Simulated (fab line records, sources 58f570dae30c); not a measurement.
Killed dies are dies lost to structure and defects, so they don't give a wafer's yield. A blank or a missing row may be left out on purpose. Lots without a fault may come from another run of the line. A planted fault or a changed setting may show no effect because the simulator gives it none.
Which tool did it? | flow berkeley_cmos170 | 11 lots, 33 wafers sampled, at 1 step of a route of 331

WHAT THE GAUGES READ, wafer by wafer
UCB170_PSD_CD_MEAS_06: target cd 1200 nm.
lot  | measured     | on        | cd_nm (nm)
L314 | day 6 15:54  | cd_sem-02 | 1201.9 1202.4 1201.7
L315 | day 6 22:17  | cd_sem-01 | 1201.0 1201.5 1202.6
L318 | day 7 11:57  | cd_sem-02 | 1201.9 1203.0 1201.2
L316 | day 7 14:27  | cd_sem-02 | 1198.2 1196.6 1198.7
L319 | day 7 18:26  | cd_sem-01 | 1201.2 1201.7 1202.1
L317 | day 7 18:43  | cd_sem-01 | 1199.3 1197.7 1199.2
L330 | day 9 17:40  | cd_sem-01 | 1198.7 1199.1 1200.0
L331 | day 10 05:05 | cd_sem-01 | 1200.0 1200.3 1200.4
L332 | day 10 05:18 | cd_sem-02 | 1198.5 1200.6 1197.8
L337 | day 11 16:44 | cd_sem-01 | 1196.4 1197.0 1195.8
L336 | day 11 16:49 | cd_sem-02 | 1201.5 1198.7 1200.3

WHICH TOOL RAN EACH LOT (tool, then ch and the chambers of the sampled wafers, then the start)
The record holds no process step before these readings.

THE ANSWER, worked out from the rows above alone
Rule: what is usual is taken from the lots themselves. Put in order of their means at a reading, lots are off if they are a third of the lots or fewer, leave a main group of 4 or more, and stand apart from it by a gap of 3 or more times the standard deviation of the main group's means; of several such gaps the widest counts. A main group whose means are all the same, to the digits that the tables above print for the reading, isn't used. A lot without any number at a reading at which 4 lots or more have one is off too. The other lots that the step has rows for count as sound.
No lot is off at any reading shown: from this, nothing can be told.

WHAT THE SIMULATOR HAD PUT IN
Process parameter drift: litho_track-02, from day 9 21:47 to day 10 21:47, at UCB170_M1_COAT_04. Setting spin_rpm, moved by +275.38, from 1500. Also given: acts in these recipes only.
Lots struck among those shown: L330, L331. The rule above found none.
